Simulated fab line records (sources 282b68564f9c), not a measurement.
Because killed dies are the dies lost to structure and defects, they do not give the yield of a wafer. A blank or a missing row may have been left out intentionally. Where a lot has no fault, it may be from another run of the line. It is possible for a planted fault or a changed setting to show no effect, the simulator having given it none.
A lot that was struck, set against a sound lot    flow ritCmos    15 steps out of a route of 202
Sound: the wafers L789.1, L789.2, L789.6. Struck: wafers L800.1, L800.4, L800.6. Last of all comes the cause.
Each step with rows lists, per side, the tool, then ch with its chambers, then its first start. Under that, the readings that differ: sound wafers    struck wafers    difference of the means    sigmas: that difference in standard deviations of wafers without a fault.
alike: same words and numbers on both sides, and readings whose means sit less than 2 such deviations apart. not compared: any withheld reading, any reading some wafer has no value for, any bound like >300 that may hide the same value, and any number with overlapping values for which the record gives no deviation.
A row with sigmas, a row that says differs or no value, or rows on one side alone: a step with any of these is where the two part. When numbers do not overlap yet have no deviation, they are printed without sigmas and do not part them. A reading that every wafer of one side lacks parts them only if that side has two wafers or more.

RIT_NWELL_TW_MEAS_10:
  struck on filmMetro-04, day 4 10:12; sound on filmMetro-04, day 2 03:45
  alike: NWELL_TW
then, 6 steps without rows for these wafers: RIT_PWELL_HMDS_00 (prime time 60 s); RIT_PWELL_COAT_01 (resist thk 1300 nm); RIT_PWELL_SOFTBAKE_02 (time 60 s); RIT_PWELL_EXPOSE_03 (exposes mask M3, target cd 43700 nm); RIT_PWELL_PEB_04; RIT_PWELL_DEVELOP_05 (develop time 68 s).
RIT_PWELL_OVL_MEAS_06:
  struck on overlay-01, day 4 11:20; sound on overlay-01, day 2 04:49
  alike: PWELL_OVL
then, 2 steps without rows for these wafers: RIT_PWELL_HARDBAKE_07 (time 120 s); RIT_PWELL_IMPLANT_08.
RIT_PWELL_STRIP_09: strips in O2, time 180 s.
  sound on plasmaAsher-02 ch 0,1, day 2 05:15; struck on plasmaAsher-02 ch 0,1, day 4 11:46
  alike: drypumpMotorCurrentA
  not compared: rfHoursCounterH
RIT_PWELL_TW_MEAS_10:
  struck on filmMetro-04, day 4 11:56; sound on filmMetro-04, day 2 05:25
  alike: PWELL_TW
RIT_WELLDRIVE_ANNEAL_00: time 14700 s.
  sound on furnace-02 ch 0, day 2 07:10; struck on furnace-02 ch 0, day 4 12:00
reading             sound                 struck                difference  sigmas
spikeTcCentreC (C)  1103.2 1101.5 1101.7  1061.1 1062.7 1060.8  -40.6       -31
spikeTcLoadC (C)    1134 1134 1131        1092 1091 1092        -41         -11
spikeTcSourceC (C)  1125.2 1127.4 1126.9  1085.3 1085.8 1086.4  -40.7       -20
RIT_WELLDRIVE_RS_MEAS_01: measures by four-point-probe.
  struck on filmMetro-04, day 4 17:22; sound on filmMetro-04, day 2 12:15
reading            sound              struck             difference  sigmas
NWELL_RS (ohm/sq)  274.7 274.8 274.1  321.1 321.7 321.0  +46.7       +64
  not compared: hold
RIT_M1_PROBE_99:
  sound wafers here have rows in the record (prober-02, day 3 22:13); struck ones have none

WHERE THEY PART
Earliest at RIT_WELLDRIVE_ANNEAL_00; latest, in this record, at RIT_M1_PROBE_99.

WHY: what had been put in by the simulator
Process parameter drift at RIT_WELLDRIVE_ANNEAL_00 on furnace-02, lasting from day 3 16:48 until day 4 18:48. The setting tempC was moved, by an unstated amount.
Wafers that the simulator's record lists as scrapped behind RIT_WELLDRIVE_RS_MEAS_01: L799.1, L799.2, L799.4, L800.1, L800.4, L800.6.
